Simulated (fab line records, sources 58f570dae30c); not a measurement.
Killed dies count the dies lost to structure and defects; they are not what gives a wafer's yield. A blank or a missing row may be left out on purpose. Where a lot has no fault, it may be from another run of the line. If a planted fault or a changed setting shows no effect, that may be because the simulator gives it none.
fab line records || flow berkeleyCmos170 || part 2 of 2: steps 26 to 35 of 35
record: {"lots": 5, "wafers": 15, "lastDay": 12}
route steps=331 shown GATE@137 PLDD@145 NLDD@158 SPACER@171
lots with no fault: from the same line, run without faults
startH: hours from the record's opening day to when the first of the lot's shown wafers began || waitH: time in hours since the lot's previous step || " repeats the value in the row above || L1.1+2: a single row standing in for several wafers || - no value, or no start given || * or withheld: withheld || < > ~ a bound
route shown NAME@n: a module of which the file shows steps, and the number in the route of the first || usual: mean/standard deviation taken from wafers without a fault || same: alike in all rows || chamber/n: place in a boat || sites: each site's reading || _std_site: standard deviation across them || _edge_site: the outer-site mean with the inner-site mean subtracted || radiusMm: for every site, how far away it sits from the centre of the wafer || mask NAME#n: copy n || behind: tool/chamber where the wafer was last shaped || hold: the reason the lot was held/the length of the hold in hours/how it ended || device: whichever transistor did not switch (one of n, p or np) || end of line: the route-end tests of the same wafers || a step given without rows: its recipe and nothing more || killed: the dies lost at the first sort to structure and to defects; this is not the yield of the wafer || map: a wafer's dies, x killed, . not, _ none there
set.NAME: the setting the step ran with; set.NAME@STEP: the setting that earlier step ran with || model.NAME: the simulator's own value behind a step, which no gauge read
lots at some steps of the route; a table a step, a row a wafer
services: the hour from which a tool's chamber was out of use, counted from the record's first day as startH (under 0 if before that day), plus the number of hours and why
== steps ==
step: UCB170_NLDD_PEB_04
recipe: {"pebTempC": 130, "pebTimeS": "withheld", "resist": "KrF"}
usual: {"exhaustPa": "45.2/1"}
{"lot.wafer": "L079.3", "tool": "lithoTrack-04", "chamber": 0, "startH": 176.36, "waitH": 0.3, "exhaustPa": 44.2}
{"lot.wafer": "L079.5", "tool": "lithoTrack-04", "chamber": 0, "startH": 176.36, "waitH": 0.3, "exhaustPa": 45.2}
{"lot.wafer": "L079.6", "tool": "lithoTrack-04", "chamber": 0, "startH": 176.36, "waitH": 0.3, "exhaustPa": 46.3}
{"lot.wafer": "L085.1", "tool": "lithoTrack-01", "chamber": 0, "startH": 203.07, "waitH": 1.0, "exhaustPa": 44.2}
{"lot.wafer": "L085.2", "tool": "lithoTrack-01", "chamber": 0, "startH": 203.07, "waitH": 1.0, "exhaustPa": 45.6}
{"lot.wafer": "L085.4", "tool": "lithoTrack-01", "chamber": 0, "startH": 203.07, "waitH": 1.0, "exhaustPa": 45.3}
{"lot.wafer": "L090.2", "tool": "lithoTrack-04", "chamber": 0, "startH": 230.77, "waitH": 1.0, "exhaustPa": 45.3}
{"lot.wafer": "L090.3", "tool": "lithoTrack-04", "chamber": 0, "startH": 230.77, "waitH": 1.0, "exhaustPa": 45.9}
{"lot.wafer": "L090.4", "tool": "lithoTrack-04", "chamber": 0, "startH": 230.77, "waitH": 1.0, "exhaustPa": 44.5}
{"lot.wafer": "L092.1", "tool": "lithoTrack-01", "chamber": 0, "startH": 230.89, "waitH": 0.8, "exhaustPa": 45.4}
{"lot.wafer": "L092.2", "tool": "lithoTrack-01", "chamber": 0, "startH": 230.89, "waitH": 0.8, "exhaustPa": 46.8}
{"lot.wafer": "L092.6", "tool": "lithoTrack-01", "chamber": 0, "startH": 230.89, "waitH": 0.8, "exhaustPa": 46.4}
{"lot.wafer": "L094.2", "tool": "lithoTrack-03", "chamber": 0, "startH": 254.08, "waitH": 0.1, "exhaustPa": 46.1}
{"lot.wafer": "L094.3", "tool": "lithoTrack-03", "chamber": 0, "startH": 254.08, "waitH": 0.1, "exhaustPa": 44.8}
{"lot.wafer": "L094.5", "tool": "lithoTrack-03", "chamber": 0, "startH": 254.08, "waitH": 0.1, "exhaustPa": 45.8}
step: UCB170_NLDD_DEVELOP_05
recipe: {"developer": "TMAH", "developTimeS": 45, "resist": "KrF", "devTempC": 21}
usual: {"exhaustPa": "44.9/0.92"}
{"lot.wafer": "L079.3", "tool": "lithoTrack-04", "chamber": 0, "startH": "-", "waitH": "-", "exhaustPa": 44.6}
{"lot.wafer": "L079.5", "tool": "lithoTrack-04", "chamber": 0, "startH": "-", "waitH": "-", "exhaustPa": 46.4}
{"lot.wafer": "L079.6", "tool": "lithoTrack-04", "chamber": 0, "startH": "-", "waitH": "-", "exhaustPa": 45.6}
{"lot.wafer": "L085.1", "tool": "lithoTrack-01", "chamber": 0, "startH": "-", "waitH": "-", "exhaustPa": 45.1}
{"lot.wafer": "L085.2", "tool": "lithoTrack-01", "chamber": 0, "startH": "-", "waitH": "-", "exhaustPa": 44.0}
{"lot.wafer": "L085.4", "tool": "lithoTrack-01", "chamber": 0, "startH": "-", "waitH": "-", "exhaustPa": 44.3}
{"lot.wafer": "L090.2", "tool": "lithoTrack-04", "chamber": 0, "startH": "-", "waitH": "-", "exhaustPa": 44.4}
{"lot.wafer": "L090.3", "tool": "lithoTrack-04", "chamber": 0, "startH": "-", "waitH": "-", "exhaustPa": 44.1}
{"lot.wafer": "L090.4", "tool": "lithoTrack-04", "chamber": 0, "startH": "-", "waitH": "-", "exhaustPa": 44.4}
{"lot.wafer": "L092.1", "tool": "lithoTrack-01", "chamber": 0, "startH": "-", "waitH": "-", "exhaustPa": 43.2}
{"lot.wafer": "L092.2", "tool": "lithoTrack-01", "chamber": 0, "startH": "-", "waitH": "-", "exhaustPa": 43.3}
{"lot.wafer": "L092.6", "tool": "lithoTrack-01", "chamber": 0, "startH": "-", "waitH": "-", "exhaustPa": 43.8}
{"lot.wafer": "L094.2", "tool": "lithoTrack-03", "chamber": 0, "startH": "-", "waitH": "-", "exhaustPa": 44.9}
{"lot.wafer": "L094.3", "tool": "lithoTrack-03", "chamber": 0, "startH": "-", "waitH": "-", "exhaustPa": 45.0}
{"lot.wafer": "L094.5", "tool": "lithoTrack-03", "chamber": 0, "startH": "-", "waitH": "-", "exhaustPa": 44.9}
step: UCB170_NLDD_CD_MEAS_06
recipe: {"targetCdNm": 1200}
usual: {"cdNm": "1199.7/1.6"}
{"lot.wafer": "L079.3", "tool": "cdSem-02", "chamber": "-", "startH": 176.73, "waitH": "-", "cdNm": 1198.0}
{"lot.wafer": "L079.5", "tool": "cdSem-02", "chamber": "-", "startH": 176.73, "waitH": "-", "cdNm": 1198.9}
{"lot.wafer": "L079.6", "tool": "cdSem-02", "chamber": "-", "startH": 176.73, "waitH": "-", "cdNm": 1200.6}
{"lot.wafer": "L085.1", "tool": "cdSem-02", "chamber": "-", "startH": 203.45, "waitH": "-", "cdNm": 1200.3}
{"lot.wafer": "L085.2", "tool": "cdSem-02", "chamber": "-", "startH": 203.45, "waitH": "-", "cdNm": 1202.1}
{"lot.wafer": "L085.4", "tool": "cdSem-02", "chamber": "-", "startH": 203.45, "waitH": "-", "cdNm": 1201.5}
{"lot.wafer": "L090.2", "tool": "cdSem-02", "chamber": "-", "startH": 231.04, "waitH": "-", "cdNm": 1198.5}
{"lot.wafer": "L090.3", "tool": "cdSem-02", "chamber": "-", "startH": 231.04, "waitH": "-", "cdNm": 1197.9}
{"lot.wafer": "L090.4", "tool": "cdSem-02", "chamber": "-", "startH": 231.04, "waitH": "-", "cdNm": 1196.3}
{"lot.wafer": "L092.1", "tool": "cdSem-01", "chamber": "-", "startH": 231.16, "waitH": "-", "cdNm": 1198.6}
{"lot.wafer": "L092.2", "tool": "cdSem-01", "chamber": "-", "startH": 231.16, "waitH": "-", "cdNm": 1199.5}
{"lot.wafer": "L092.6", "tool": "cdSem-01", "chamber": "-", "startH": 231.16, "waitH": "-", "cdNm": 1200.3}
{"lot.wafer": "L094.2", "tool": "cdSem-01", "chamber": "-", "startH": 254.35, "waitH": "-", "cdNm": 1200.3}
{"lot.wafer": "L094.3", "tool": "cdSem-01", "chamber": "-", "startH": 254.35, "waitH": "-", "cdNm": 1202.7}
{"lot.wafer": "L094.5", "tool": "cdSem-01", "chamber": "-", "startH": 254.35, "waitH": "-", "cdNm": 1202.0}
step: UCB170_NLDD_OVL_MEAS_07
usual: {"NLDD_OVL": "-5/4.5"}
{"lot.wafer": "L079.3", "tool": "overlay-02", "chamber": "-", "startH": 176.83, "waitH": 0.1, "NLDD_OVL[nm]": -16}
{"lot.wafer": "L079.5", "tool": "overlay-02", "chamber": "-", "startH": 176.83, "waitH": 0.1, "NLDD_OVL[nm]": -16}
{"lot.wafer": "L079.6", "tool": "overlay-02", "chamber": "-", "startH": 176.83, "waitH": 0.1, "NLDD_OVL[nm]": -12}
{"lot.wafer": "L085.1", "tool": "overlay-02", "chamber": "-", "startH": 203.57, "waitH": 0.1, "NLDD_OVL[nm]": -3}
{"lot.wafer": "L085.2", "tool": "overlay-02", "chamber": "-", "startH": 203.57, "waitH": 0.1, "NLDD_OVL[nm]": -9}
{"lot.wafer": "L085.4", "tool": "overlay-02", "chamber": "-", "startH": 203.57, "waitH": 0.1, "NLDD_OVL[nm]": -3}
{"lot.wafer": "L090.2", "tool": "overlay-02", "chamber": "-", "startH": 231.15, "waitH": 0.1, "NLDD_OVL[nm]": 0}
{"lot.wafer": "L090.3", "tool": "overlay-02", "chamber": "-", "startH": 231.15, "waitH": 0.1, "NLDD_OVL[nm]": 5}
{"lot.wafer": "L090.4", "tool": "overlay-02", "chamber": "-", "startH": 231.15, "waitH": 0.1, "NLDD_OVL[nm]": 2}
{"lot.wafer": "L092.1", "tool": "overlay-01", "chamber": "-", "startH": 231.28, "waitH": 0.1, "NLDD_OVL[nm]": -1}
{"lot.wafer": "L092.2", "tool": "overlay-01", "chamber": "-", "startH": 231.28, "waitH": 0.1, "NLDD_OVL[nm]": -2}
{"lot.wafer": "L092.6", "tool": "overlay-01", "chamber": "-", "startH": 231.28, "waitH": 0.1, "NLDD_OVL[nm]": -4}
{"lot.wafer": "L094.2", "tool": "overlay-02", "chamber": "-", "startH": 254.45, "waitH": 0.1, "NLDD_OVL[nm]": -10}
{"lot.wafer": "L094.3", "tool": "overlay-02", "chamber": "-", "startH": 254.45, "waitH": 0.1, "NLDD_OVL[nm]": -13}
{"lot.wafer": "L094.5", "tool": "overlay-02", "chamber": "-", "startH": 254.45, "waitH": 0.1, "NLDD_OVL[nm]": -16}
step: UCB170_NLDD_IMPLANT_08
recipe: {"species": "As", "doseCm2": 5e+13, "energyKev": 30, "tiltDeg": 7, "rotationDeg": 0}
usual: {"endStationPressureTorr": "5.1e-06/2.5e-07"}
{"lot.wafer": "L079.3", "tool": "implanter-03", "chamber": 0, "startH": 176.90, "waitH": 0.1, "endStationPressureTorr": 5.28e-06}
{"lot.wafer": "L079.5", "tool": "implanter-03", "chamber": 0, "startH": 176.90, "waitH": 0.1, "endStationPressureTorr": 5.34e-06}
{"lot.wafer": "L079.6", "tool": "implanter-03", "chamber": 0, "startH": 176.90, "waitH": 0.1, "endStationPressureTorr": 4.85e-06}
{"lot.wafer": "L085.1", "tool": "implanter-03", "chamber": 0, "startH": 203.61, "waitH": 0.0, "endStationPressureTorr": 4.87e-06}
{"lot.wafer": "L085.2", "tool": "implanter-03", "chamber": 0, "startH": 203.61, "waitH": 0.0, "endStationPressureTorr": 4.98e-06}
{"lot.wafer": "L085.4", "tool": "implanter-03", "chamber": 0, "startH": 203.61, "waitH": 0.0, "endStationPressureTorr": 4.97e-06}
{"lot.wafer": "L090.2", "tool": "implanter-01", "chamber": 0, "startH": 231.23, "waitH": 0.1, "endStationPressureTorr": 5.06e-06}
{"lot.wafer": "L090.3", "tool": "implanter-01", "chamber": 0, "startH": 231.23, "waitH": 0.1, "endStationPressureTorr": 5.14e-06}
{"lot.wafer": "L090.4", "tool": "implanter-01", "chamber": 0, "startH": 231.23, "waitH": 0.1, "endStationPressureTorr": 4.93e-06}
{"lot.wafer": "L092.1", "tool": "implanter-02", "chamber": 0, "startH": 231.34, "waitH": 0.1, "endStationPressureTorr": 4.63e-06}
{"lot.wafer": "L092.2", "tool": "implanter-02", "chamber": 0, "startH": 231.34, "waitH": 0.1, "endStationPressureTorr": 5.14e-06}
{"lot.wafer": "L092.6", "tool": "implanter-02", "chamber": 0, "startH": 231.34, "waitH": 0.1, "endStationPressureTorr": 5.16e-06}
{"lot.wafer": "L094.2", "tool": "implanter-02", "chamber": 0, "startH": 254.51, "waitH": 0.0, "endStationPressureTorr": 5.53e-06}
{"lot.wafer": "L094.3", "tool": "implanter-02", "chamber": 0, "startH": 254.51, "waitH": 0.0, "endStationPressureTorr": 5.23e-06}
{"lot.wafer": "L094.5", "tool": "implanter-02", "chamber": 0, "startH": 254.51, "waitH": 0.0, "endStationPressureTorr": 4.94e-06}
step: UCB170_NLDD_IMPLANT_09
recipe: {"species": "As", "doseCm2": 5e+13, "energyKev": 30, "tiltDeg": 7, "rotationDeg": 180}
usual: {"endStationPressureTorr": "5.12e-06/2.7e-07"}
{"lot.wafer": "L079.3", "tool": "implanter-03", "chamber": 0, "startH": 177.05, "waitH": 0.1, "endStationPressureTorr": 4.87e-06}
{"lot.wafer": "L079.5", "tool": "implanter-03", "chamber": 0, "startH": 177.05, "waitH": 0.1, "endStationPressureTorr": 5.28e-06}
{"lot.wafer": "L079.6", "tool": "implanter-03", "chamber": 0, "startH": 177.05, "waitH": 0.1, "endStationPressureTorr": 5.12e-06}
{"lot.wafer": "L085.1", "tool": "implanter-03", "chamber": 0, "startH": 203.76, "waitH": 0.1, "endStationPressureTorr": 5.3e-06}
{"lot.wafer": "L085.2", "tool": "implanter-03", "chamber": 0, "startH": 203.76, "waitH": 0.1, "endStationPressureTorr": 5.31e-06}
{"lot.wafer": "L085.4", "tool": "implanter-03", "chamber": 0, "startH": 203.76, "waitH": 0.1, "endStationPressureTorr": 5.58e-06}
{"lot.wafer": "L090.2", "tool": "implanter-01", "chamber": 0, "startH": 231.38, "waitH": 0.1, "endStationPressureTorr": 4.59e-06}
{"lot.wafer": "L090.3", "tool": "implanter-01", "chamber": 0, "startH": 231.38, "waitH": 0.1, "endStationPressureTorr": 5.22e-06}
{"lot.wafer": "L090.4", "tool": "implanter-01", "chamber": 0, "startH": 231.38, "waitH": 0.1, "endStationPressureTorr": 4.82e-06}
{"lot.wafer": "L092.1", "tool": "implanter-02", "chamber": 0, "startH": 231.49, "waitH": 0.1, "endStationPressureTorr": 4.7e-06}
{"lot.wafer": "L092.2", "tool": "implanter-02", "chamber": 0, "startH": 231.49, "waitH": 0.1, "endStationPressureTorr": 5.13e-06}
{"lot.wafer": "L092.6", "tool": "implanter-02", "chamber": 0, "startH": 231.49, "waitH": 0.1, "endStationPressureTorr": 4.76e-06}
{"lot.wafer": "L094.2", "tool": "implanter-02", "chamber": 0, "startH": 254.66, "waitH": 0.1, "endStationPressureTorr": 4.93e-06}
{"lot.wafer": "L094.3", "tool": "implanter-02", "chamber": 0, "startH": 254.66, "waitH": 0.1, "endStationPressureTorr": 4.95e-06}
{"lot.wafer": "L094.5", "tool": "implanter-02", "chamber": 0, "startH": 254.66, "waitH": 0.1, "endStationPressureTorr": 5.37e-06}
step: UCB170_NLDD_STRIP_10
recipe: {"chemistry": "O2", "powerW": 400, "pressureMtorr": 3500, "platenTempC": "withheld", "o2FlowSccm": 400, "overashFraction": 0.5}
usual: {"drypumpMotorCurrentA": "6.0/0.32", "oesProductAu": "0.735/0.005", "stripTimeToEndpointS": "21.65/0.071"}
{"lot.wafer": "L079.3", "tool": "plasmaAsher-03", "chamber": 1, "startH": 177.18, "waitH": 0.1, "drypumpMotorCurrentA": 5.5, "oesProductAu": 0.730, "rfHoursCounterH": "-", "stripTimeToEndpointS": 21.60}
{"lot.wafer": "L079.5", "tool": "plasmaAsher-03", "chamber": 0, "startH": 177.18, "waitH": 0.1, "drypumpMotorCurrentA": 6.2, "oesProductAu": 0.734, "rfHoursCounterH": "-", "stripTimeToEndpointS": 21.61}
{"lot.wafer": "L079.6", "tool": "plasmaAsher-03", "chamber": 1, "startH": 177.18, "waitH": 0.1, "drypumpMotorCurrentA": 5.5, "oesProductAu": 0.736, "rfHoursCounterH": "-", "stripTimeToEndpointS": 21.54}
{"lot.wafer": "L085.1", "tool": "plasmaAsher-04", "chamber": 1, "startH": 203.91, "waitH": 0.1, "drypumpMotorCurrentA": 6.1, "oesProductAu": 0.743, "rfHoursCounterH": 11, "stripTimeToEndpointS": 21.56}
{"lot.wafer": "L085.2", "tool": "plasmaAsher-04", "chamber": 0, "startH": 203.91, "waitH": 0.1, "drypumpMotorCurrentA": 6.5, "oesProductAu": 0.742, "rfHoursCounterH": 11, "stripTimeToEndpointS": 21.59}
{"lot.wafer": "L085.4", "tool": "plasmaAsher-04", "chamber": 0, "startH": 203.91, "waitH": 0.1, "drypumpMotorCurrentA": 6.4, "oesProductAu": 0.736, "rfHoursCounterH": "-", "stripTimeToEndpointS": 21.59}
{"lot.wafer": "L090.2", "tool": "plasmaAsher-02", "chamber": 1, "startH": 231.50, "waitH": 0.1, "drypumpMotorCurrentA": 6.2, "oesProductAu": 0.746, "rfHoursCounterH": 50, "stripTimeToEndpointS": 21.69}
{"lot.wafer": "L090.3", "tool": "plasmaAsher-02", "chamber": 0, "startH": 231.50, "waitH": 0.1, "drypumpMotorCurrentA": 5.7, "oesProductAu": 0.736, "rfHoursCounterH": "-", "stripTimeToEndpointS": 21.67}
{"lot.wafer": "L090.4", "tool": "plasmaAsher-02", "chamber": 1, "startH": 231.50, "waitH": 0.1, "drypumpMotorCurrentA": 6.2, "oesProductAu": 0.740, "rfHoursCounterH": "-", "stripTimeToEndpointS": 21.73}
{"lot.wafer": "L092.1", "tool": "plasmaAsher-03", "chamber": 1, "startH": 231.64, "waitH": 0.1, "drypumpMotorCurrentA": 5.4, "oesProductAu": 0.733, "rfHoursCounterH": 42, "stripTimeToEndpointS": 21.63}
{"lot.wafer": "L092.2", "tool": "plasmaAsher-03", "chamber": 0, "startH": 231.64, "waitH": 0.1, "drypumpMotorCurrentA": 6.2, "oesProductAu": 0.740, "rfHoursCounterH": 42, "stripTimeToEndpointS": 21.59}
{"lot.wafer": "L092.6", "tool": "plasmaAsher-03", "chamber": 1, "startH": 231.64, "waitH": 0.1, "drypumpMotorCurrentA": 5.5, "oesProductAu": 0.745, "rfHoursCounterH": "-", "stripTimeToEndpointS": 21.62}
{"lot.wafer": "L094.2", "tool": "plasmaAsher-03", "chamber": 0, "startH": 254.78, "waitH": 0.1, "drypumpMotorCurrentA": 6.2, "oesProductAu": 0.734, "rfHoursCounterH": 45, "stripTimeToEndpointS": 21.62}
{"lot.wafer": "L094.3", "tool": "plasmaAsher-03", "chamber": 0, "startH": 254.78, "waitH": 0.1, "drypumpMotorCurrentA": 6.2, "oesProductAu": 0.738, "rfHoursCounterH": "-", "stripTimeToEndpointS": 21.72}
{"lot.wafer": "L094.5", "tool": "plasmaAsher-03", "chamber": 1, "startH": 254.78, "waitH": 0.1, "drypumpMotorCurrentA": 5.5, "oesProductAu": 0.735, "rfHoursCounterH": "-", "stripTimeToEndpointS": 21.70}
step: UCB170_NLDD_TW_MEAS_11
usual: {"NLDD_TW": "2203/26"}
{"lot.wafer": "L079.3", "tool": "filmMetro-03", "chamber": "-", "startH": 177.27, "waitH": 0.1, "NLDD_TW": 2155}
{"lot.wafer": "L079.5", "tool": "filmMetro-03", "chamber": "-", "startH": 177.27, "waitH": 0.1, "NLDD_TW": 2148}
{"lot.wafer": "L079.6", "tool": "filmMetro-03", "chamber": "-", "startH": 177.27, "waitH": 0.1, "NLDD_TW": 2159}
{"lot.wafer": "L085.1", "tool": "filmMetro-01", "chamber": "-", "startH": 204.01, "waitH": 0.1, "NLDD_TW": 2221}
{"lot.wafer": "L085.2", "tool": "filmMetro-01", "chamber": "-", "startH": 204.01, "waitH": 0.1, "NLDD_TW": 2231}
{"lot.wafer": "L085.4", "tool": "filmMetro-01", "chamber": "-", "startH": 204.01, "waitH": 0.1, "NLDD_TW": 2220}
{"lot.wafer": "L090.2", "tool": "filmMetro-01", "chamber": "-", "startH": 231.61, "waitH": 0.1, "NLDD_TW": 2218}
{"lot.wafer": "L090.3", "tool": "filmMetro-01", "chamber": "-", "startH": 231.61, "waitH": 0.1, "NLDD_TW": 2220}
{"lot.wafer": "L090.4", "tool": "filmMetro-01", "chamber": "-", "startH": 231.61, "waitH": 0.1, "NLDD_TW": 2223}
{"lot.wafer": "L092.1", "tool": "filmMetro-02", "chamber": "-", "startH": 231.74, "waitH": 0.1, "NLDD_TW": 2200}
{"lot.wafer": "L092.2", "tool": "filmMetro-02", "chamber": "-", "startH": 231.74, "waitH": 0.1, "NLDD_TW": 2221}
{"lot.wafer": "L092.6", "tool": "filmMetro-02", "chamber": "-", "startH": 231.74, "waitH": 0.1, "NLDD_TW": 2213}
{"lot.wafer": "L094.2", "tool": "filmMetro-02", "chamber": "-", "startH": 254.89, "waitH": 0.1, "NLDD_TW": 2213}
{"lot.wafer": "L094.3", "tool": "filmMetro-02", "chamber": "-", "startH": 254.89, "waitH": 0.1, "NLDD_TW": 2206}
{"lot.wafer": "L094.5", "tool": "filmMetro-02", "chamber": "-", "startH": 254.89, "waitH": 0.1, "NLDD_TW": 2204}
step: UCB170_NLDD_CLEAN_12
recipe: {"chemistry": "SPM", "tempC": 120, "timeS": 600}
usual: {"bathHeatDutyPct": "12.8/1.3"}
{"lot.wafer": "L079.3", "tool": "wetBench-03", "chamber": 2, "startH": 177.31, "waitH": 0.0, "bathHeatDutyPct": 12.0}
{"lot.wafer": "L079.5", "tool": "wetBench-03", "chamber": 2, "startH": 177.31, "waitH": 0.0, "bathHeatDutyPct": 10.9}
{"lot.wafer": "L079.6", "tool": "wetBench-03", "chamber": 2, "startH": 177.31, "waitH": 0.0, "bathHeatDutyPct": 12.2}
{"lot.wafer": "L085.1", "tool": "wetBench-03", "chamber": 1, "startH": 204.07, "waitH": 0.1, "bathHeatDutyPct": 15.0}
{"lot.wafer": "L085.2", "tool": "wetBench-03", "chamber": 1, "startH": 204.07, "waitH": 0.1, "bathHeatDutyPct": 13.7}
{"lot.wafer": "L085.4", "tool": "wetBench-03", "chamber": 1, "startH": 204.07, "waitH": 0.1, "bathHeatDutyPct": 14.8}
{"lot.wafer": "L090.2", "tool": "wetBench-03", "chamber": 0, "startH": 231.72, "waitH": 0.1, "bathHeatDutyPct": 12.8}
{"lot.wafer": "L090.3", "tool": "wetBench-03", "chamber": 0, "startH": 231.72, "waitH": 0.1, "bathHeatDutyPct": 11.7}
{"lot.wafer": "L090.4", "tool": "wetBench-03", "chamber": 0, "startH": 231.72, "waitH": 0.1, "bathHeatDutyPct": 12.4}
{"lot.wafer": "L092.1", "tool": "wetBench-03", "chamber": 3, "startH": 231.91, "waitH": 0.2, "bathHeatDutyPct": 12.8}
{"lot.wafer": "L092.2", "tool": "wetBench-03", "chamber": 3, "startH": 231.91, "waitH": 0.2, "bathHeatDutyPct": 14.1}
{"lot.wafer": "L092.6", "tool": "wetBench-03", "chamber": 3, "startH": 231.91, "waitH": 0.2, "bathHeatDutyPct": 12.8}
{"lot.wafer": "L094.2", "tool": "wetBench-03", "chamber": 3, "startH": 254.94, "waitH": 0.0, "bathHeatDutyPct": 14.4}
{"lot.wafer": "L094.3", "tool": "wetBench-03", "chamber": 3, "startH": 254.94, "waitH": 0.0, "bathHeatDutyPct": 14.3}
{"lot.wafer": "L094.5", "tool": "wetBench-03", "chamber": 3, "startH": 254.94, "waitH": 0.0, "bathHeatDutyPct": 14.7}
step: UCB170_SPACER_CVD_00
recipe: {"material": "SiO2", "targetThkNm": 376, "tempC": 390, "precursor": "TEOS/O2", "timeS": 47, "rfW": 550, "pressureMtorr": 9000}
usual: {"heaterPowerW": "268/54", "pressureMtorr": "9000/18"}
{"lot.wafer": "L079.3", "tool": "pecvd-02", "chamber": 1, "startH": 177.48, "waitH": 0.0, "heaterPowerW": 266, "pressureMtorr": 8993}
{"lot.wafer": "L079.5", "tool": "pecvd-02", "chamber": 0, "startH": 177.48, "waitH": 0.0, "heaterPowerW": 273, "pressureMtorr": 8999}
{"lot.wafer": "L079.6", "tool": "pecvd-02", "chamber": 2, "startH": 177.48, "waitH": 0.0, "heaterPowerW": 261, "pressureMtorr": 9010}
{"lot.wafer": "L085.1", "tool": "pecvd-02", "chamber": 1, "startH": 204.24, "waitH": 0.0, "heaterPowerW": 278, "pressureMtorr": 8965}
{"lot.wafer": "L085.2", "tool": "pecvd-02", "chamber": 0, "startH": 204.24, "waitH": 0.0, "heaterPowerW": 309, "pressureMtorr": 9015}
{"lot.wafer": "L085.4", "tool": "pecvd-02", "chamber": 1, "startH": 204.24, "waitH": 0.0, "heaterPowerW": 282, "pressureMtorr": 8995}
{"lot.wafer": "L090.2", "tool": "pecvd-04", "chamber": 2, "startH": 231.91, "waitH": 0.0, "heaterPowerW": 319, "pressureMtorr": 8983}
{"lot.wafer": "L090.3", "tool": "pecvd-04", "chamber": 1, "startH": 231.91, "waitH": 0.0, "heaterPowerW": 281, "pressureMtorr": 8968}
{"lot.wafer": "L090.4", "tool": "pecvd-04", "chamber": 2, "startH": 231.91, "waitH": 0.0, "heaterPowerW": 331, "pressureMtorr": 9000}
{"lot.wafer": "L092.1", "tool": "pecvd-02", "chamber": 2, "startH": 232.11, "waitH": 0.0, "heaterPowerW": 230, "pressureMtorr": 8981}
{"lot.wafer": "L092.2", "tool": "pecvd-02", "chamber": 1, "startH": 232.11, "waitH": 0.0, "heaterPowerW": 314, "pressureMtorr": 8996}
{"lot.wafer": "L092.6", "tool": "pecvd-02", "chamber": 0, "startH": 232.11, "waitH": 0.0, "heaterPowerW": 326, "pressureMtorr": 9021}
{"lot.wafer": "L094.2", "tool": "pecvd-01", "chamber": 1, "startH": 255.12, "waitH": 0.0, "heaterPowerW": 181, "pressureMtorr": 8994}
{"lot.wafer": "L094.3", "tool": "pecvd-01", "chamber": 2, "startH": 255.12, "waitH": 0.0, "heaterPowerW": 274, "pressureMtorr": 8981}
{"lot.wafer": "L094.5", "tool": "pecvd-01", "chamber": 2, "startH": 255.12, "waitH": 0.0, "heaterPowerW": 291, "pressureMtorr": 8996}
== services ==
{"tool": "implanter-02", "chamber": "-", "startH": 148.78, "hours": 5.5, "kind": "repair"}
{"tool": "rieSi-02", "chamber": 2, "startH": 149.71, "hours": 8.2, "kind": "repair"}
{"tool": "pecvd-02", "chamber": 1, "startH": 152.15, "hours": 6.2, "kind": "repair"}
{"tool": "implanter-04", "chamber": "-", "startH": 155.98, "hours": 3.7, "kind": "repair"}
{"tool": "implanter-02", "chamber": "-", "startH": 160.40, "hours": 3.0, "kind": "repair"}
{"tool": "krfScanner-02", "chamber": "-", "startH": 163.40, "hours": 1.1, "kind": "repair"}
{"tool": "plasmaAsher-04", "chamber": "-", "startH": 170.05, "hours": 0.8, "kind": "repair"}
{"tool": "implanter-03", "chamber": "-", "startH": 185.17, "hours": 1.0, "kind": "repair"}
{"tool": "implanter-04", "chamber": "-", "startH": 193.28, "hours": 3.4, "kind": "repair"}
{"tool": "implanter-04", "chamber": "-", "startH": 196.72, "hours": 2.6, "kind": "pm"}
{"tool": "krfScanner-02", "chamber": "-", "startH": 199.06, "hours": 0.4, "kind": "repair"}
{"tool": "krfScanner-01", "chamber": "-", "startH": 201.11, "hours": 1.3, "kind": "pm"}
{"tool": "rieSi-02", "chamber": 3, "startH": 212.95, "hours": 9.1, "kind": "repair"}
{"tool": "krfScanner-02", "chamber": "-", "startH": 218.83, "hours": 1.3, "kind": "pm"}
{"tool": "plasmaAsher-03", "chamber": "-", "startH": 219.36, "hours": 12.2, "kind": "repair"}
{"tool": "krfScanner-02", "chamber": "-", "startH": 222.66, "hours": 1.0, "kind": "pm"}
{"tool": "krfScanner-01", "chamber": "-", "startH": 226.36, "hours": 0.6, "kind": "repair"}
{"tool": "implanter-03", "chamber": "-", "startH": 226.60, "hours": 5.3, "kind": "repair"}
{"tool": "krfScanner-02", "chamber": "-", "startH": 229.35, "hours": 4.7, "kind": "repair"}
{"tool": "krfScanner-01", "chamber": "-", "startH": 230.61, "hours": 0.3, "kind": "repair"}
{"tool": "pecvd-02", "chamber": "-", "startH": 242.50, "hours": 14.0, "kind": "pm"}
{"tool": "krfScanner-01", "chamber": "-", "startH": 246.54, "hours": 4.0, "kind": "pm"}
{"tool": "pecvd-02", "chamber": 2, "startH": 254.47, "hours": 3.7, "kind": "repair"}
{"tool": "implanter-02", "chamber": "-", "startH": 255.08, "hours": 3.6, "kind": "repair"}
